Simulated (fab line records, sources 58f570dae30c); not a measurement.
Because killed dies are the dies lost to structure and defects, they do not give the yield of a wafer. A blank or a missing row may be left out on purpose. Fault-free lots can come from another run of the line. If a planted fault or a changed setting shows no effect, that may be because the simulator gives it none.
Which tool was responsible? :: flow berkeley_cmos170 :: 14 lots, 42 wafers sampled, at 2 steps of a route of 331

## WHAT THE GAUGES READ, wafer by wafer
UCB170_V1_OVL_MEAS_13.
lot: L201
measured: day 7 04:51
on: overlay-02
V1_OVL (nm): -2 -3 -7

lot: L202
measured: day 7 20:34
on: overlay-01
V1_OVL (nm): -4 -5 -9

lot: L204
measured: day 7 20:58
on: overlay-01
V1_OVL (nm): -11 -14 -13

lot: L205
measured: day 8 04:34
on: overlay-02
V1_OVL (nm): -1 -1 -12

lot: L208
measured: day 8 04:50
on: overlay-02
V1_OVL (nm): -7 0 0

lot: L211
measured: day 9 16:31
on: overlay-02
V1_OVL (nm): - - -

lot: L212
measured: day 9 16:55
on: overlay-02
V1_OVL (nm): - - -

lot: L213
measured: day 10 01:16
on: overlay-02
V1_OVL (nm): -11 -14 -2

lot: L214
measured: day 10 01:20
on: overlay-01
V1_OVL (nm): -16 -16 -17

lot: L215
measured: day 10 14:19
on: overlay-02
V1_OVL (nm): 6 -8 1

lot: L216
measured: day 10 22:05
on: overlay-01
V1_OVL (nm): -14 -12 -11

lot: L217
measured: day 11 02:04
on: overlay-02
V1_OVL (nm): -4 -2 2

lot: L221
measured: day 11 11:14
on: overlay-01
V1_OVL (nm): -3 -10 -6

lot: L223
measured: day 12 13:07
on: overlay-02
V1_OVL (nm): 0 -3 -6

## EACH LOT AND THE TOOL THAT RAN IT (in order: tool; ch and the chambers of the sampled wafers; start)
lot: L201
UCB170_V1_EXPOSE_09: krf_scanner-02 ch 0, day 7 04:18

lot: L202
UCB170_V1_EXPOSE_09: krf_scanner-02 ch 0, day 7 20:01

lot: L204
UCB170_V1_EXPOSE_09: krf_scanner-02 ch 0, day 7 20:28

lot: L205
UCB170_V1_EXPOSE_09: krf_scanner-01 ch 0, day 8 03:32

lot: L208
UCB170_V1_EXPOSE_09: krf_scanner-02 ch 0, day 8 03:53

lot: L211
UCB170_V1_EXPOSE_09: krf_scanner-01, day 9 15:59

lot: L212
UCB170_V1_EXPOSE_09: krf_scanner-02, day 9 16:13

lot: L213
UCB170_V1_EXPOSE_09: krf_scanner-01 ch 0, day 10 00:43

lot: L214
UCB170_V1_EXPOSE_09: krf_scanner-01 ch 0, day 10 00:50

lot: L215
UCB170_V1_EXPOSE_09: krf_scanner-01 ch 0, day 10 13:49

lot: L216
UCB170_V1_EXPOSE_09: krf_scanner-01 ch 0, day 10 21:35

lot: L217
UCB170_V1_EXPOSE_09: krf_scanner-01 ch 0, day 11 01:34

lot: L221
UCB170_V1_EXPOSE_09: krf_scanner-02 ch 0, day 11 10:25

lot: L223
UCB170_V1_EXPOSE_09: krf_scanner-02 ch 0, day 12 12:34
- UCB170_V1_EXPOSE_09: exposes mask VIA1, target cd 700 nm.

## AS READ BY THE TOOLS THEMSELVES (means over the sampled wafers that have a number; for cases with no such wafer, the mark the record gives instead)
UCB170_V1_EXPOSE_09.
lot: L201
tool: krf_scanner-02
exposure_dose_mJ_cm2: 36.95
focus_offset_nm (nm): -0.5

lot: L202
tool: krf_scanner-02
exposure_dose_mJ_cm2: 36.98
focus_offset_nm (nm): -0.4

lot: L204
tool: krf_scanner-02
exposure_dose_mJ_cm2: 36.93
focus_offset_nm (nm): 0.4

lot: L205
tool: krf_scanner-01
exposure_dose_mJ_cm2: 36.92
focus_offset_nm (nm): 0.0

lot: L208
tool: krf_scanner-02
exposure_dose_mJ_cm2: 36.95
focus_offset_nm (nm): -0.9

lot: L211
tool: krf_scanner-01
exposure_dose_mJ_cm2: -
focus_offset_nm (nm): -

lot: L212
tool: krf_scanner-02
exposure_dose_mJ_cm2: -
focus_offset_nm (nm): -

lot: L213
tool: krf_scanner-01
exposure_dose_mJ_cm2: 36.96
focus_offset_nm (nm): 0.2

lot: L214
tool: krf_scanner-01
exposure_dose_mJ_cm2: 36.97
focus_offset_nm (nm): 0.1

lot: L215
tool: krf_scanner-01
exposure_dose_mJ_cm2: 36.97
focus_offset_nm (nm): -0.3

lot: L216
tool: krf_scanner-01
exposure_dose_mJ_cm2: 36.98
focus_offset_nm (nm): -0.3

lot: L217
tool: krf_scanner-01
exposure_dose_mJ_cm2: 36.94
focus_offset_nm (nm): -0.2

lot: L221
tool: krf_scanner-02
exposure_dose_mJ_cm2: 36.97
focus_offset_nm (nm): 0.2

lot: L223
tool: krf_scanner-02
exposure_dose_mJ_cm2: 36.89
focus_offset_nm (nm): 0.7

## THE ANSWER, worked out from the rows above alone
Rule: the usual values come from the lots themselves. The widest of any qualifying gaps counts: lots, ordered by their means at a reading, are off when they make up no more than a third of the lots, leave a main group of 4 or more, and stand apart from it by 3 or more times the standard deviation of that group's means. The tables above print the reading to a certain number of digits; a main group whose means all agree to those digits is not used. Also off: a lot with no number at a reading for which 4 or more lots have one. The other lots that the step has rows for count as sound. First the gauges in route order, then the tools' own readings, where a lot's mean is used as printed above. The first step at which some lot is off is used, and at that step the reading that is off furthest; a lot without a number counts as furthest.
Off: at UCB170_V1_OVL_MEAS_13 (V1_OVL), L211, L212. Without a number there: L211, L212. Mean -7 nm and standard deviation 4.8 in the main group.
If a tool, at a process step before that reading, ran all the lots that are off and no sound lot after the first of them, it fits. The gauges at UCB170_V1_OVL_MEAS_13 aren't tried: what is off there is off at UCB170_V1_EXPOSE_09 too, on other tools, and a gauge's error can't cause that. No candidate that was tried fits.

## WHAT THE SIMULATOR PUT IN
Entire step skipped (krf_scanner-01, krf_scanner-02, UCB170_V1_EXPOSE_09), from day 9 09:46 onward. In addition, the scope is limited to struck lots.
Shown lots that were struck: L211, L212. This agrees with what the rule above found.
